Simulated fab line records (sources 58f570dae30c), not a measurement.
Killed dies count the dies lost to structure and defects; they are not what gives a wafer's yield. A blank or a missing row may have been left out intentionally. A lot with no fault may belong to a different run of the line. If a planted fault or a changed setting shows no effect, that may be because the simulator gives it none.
What tool caused it? | flow berkeleyCmos170 | route of 331 steps, sampled at 1 step: 14 lots, 42 wafers

WHAT THE GAUGES READ, wafer by wafer
No reading from a measuring or inspecting step in the record can be judged against a usual standard deviation.

TOOL THAT RAN EACH LOT (tool first, then ch and the chambers of the sampled wafers, then the start)
lot  | UCB170_M2_ETCH_17
L487 | rieDiel-03 ch 2,3, day 7 18:40
L489 | rieDiel-01 ch 0,2,3, day 8 06:29
L491 | rieDiel-02 ch 0,1,3, day 8 10:53
L490 | rieDiel-03 ch 0,2, day 8 11:08
L493 | rieDiel-01 ch 0,1,2, day 9 00:26
L495 | rieDiel-02 ch 1,2,3, day 9 01:41
L496 | rieDiel-02 ch 0,2, day 9 18:23
L497 | rieDiel-03 ch 0,3, day 9 18:28
L500 | rieDiel-01 ch 1, day 10 07:08
L498 | rieDiel-03 ch 0,2,3, day 10 07:25
L499 | rieDiel-02 ch 0,1, day 10 08:08
L501 | rieDiel-01 ch 2, day 11 02:21
L503 | rieDiel-01 ch 0,3, day 11 17:32
L508 | rieDiel-03 ch 0,1,3, day 12 09:40
- UCB170_M2_ETCH_17: etches BARC in N2/H2.

WHAT THE TOOLS THEMSELVES READ (means of the sampled wafers that have a number; where no wafer has one, the mark that the record gives instead)
UCB170_M2_ETCH_17.
lot  | tool       | drypumpMotorCurrentA (A) | oesProductAu (a.u.) | throttleValvePct (%)
L487 | rieDiel-03 | 5.4                      | 1.026               | 13.50
L489 | rieDiel-01 | 5.6                      | 1.006               | 13.26
L491 | rieDiel-02 | 5.5                      | 0.971               | 13.43
L490 | rieDiel-03 | 5.4                      | 0.979               | 13.32
L493 | rieDiel-01 | 5.5                      | 0.992               | 13.17
L495 | rieDiel-02 | 5.6                      | 0.998               | 13.35
L496 | rieDiel-02 | 5.3                      | 0.996               | 13.39
L497 | rieDiel-03 | 5.5                      | 0.991               | 13.32
L500 | rieDiel-01 | 4.9                      | 0.989               | 13.20
L498 | rieDiel-03 | 5.4                      | 1.007               | 13.40
L499 | rieDiel-02 | 5.0                      | 0.969               | 13.48
L501 | rieDiel-01 | 5.9                      | 0.775               | 13.03
L503 | rieDiel-01 | 5.4                      | 0.767               | 13.38
L508 | rieDiel-03 | 5.3                      | 1.003               | 13.24

THE ANSWER, worked out from the rows above alone
Rule: the usual values come from the lots themselves. The widest of any qualifying gaps counts: lots, ordered by their means at a reading, are off when they make up no more than a third of the lots, leave a main group of 4 or more, and stand apart from it by 3 or more times the standard deviation of that group's means. The tables above print the reading to a certain number of digits; a main group whose means all agree to those digits is not used. A lot without any number at a reading at which 4 lots or more have one is off too. All remaining lots with rows at the step are treated as sound. Order of review: gauges by route order, followed by the tools' own readings, for which a lot's mean as printed above is used. The first step at which some lot is off is used, and at that step the reading that is off furthest; a lot without a number counts as furthest.
Off at UCB170_M2_ETCH_17 (oesProductAu): L501, L503. For the main group the mean is 0.994 a.u. and the standard deviation 0.015.
If a tool, at that step or one of the process steps before it, ran each lot that is off and ran no sound lot following the first of them, it fits. One candidate fits, namely rieDiel-01 at UCB170_M2_ETCH_17. A fault onset in the window from L500 (day 10 07:08, its last sound lot) to L501 (day 11 02:21, its first lot off) fits.
On the lots that are off, the tool's own readings at UCB170_M2_ETCH_17 differ by more than 5 times the standard deviation of the sound lots' means, which bears it out; oesProductAu reads 0.771 a.u. there versus 0.994 a.u. on the sound lots.

WHAT THE SIMULATOR PUT IN
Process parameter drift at UCB170_M2_ETCH_17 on rieDiel-01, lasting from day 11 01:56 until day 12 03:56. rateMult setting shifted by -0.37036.
Lots struck among those shown: L501, L503. Same finding as the rule above.
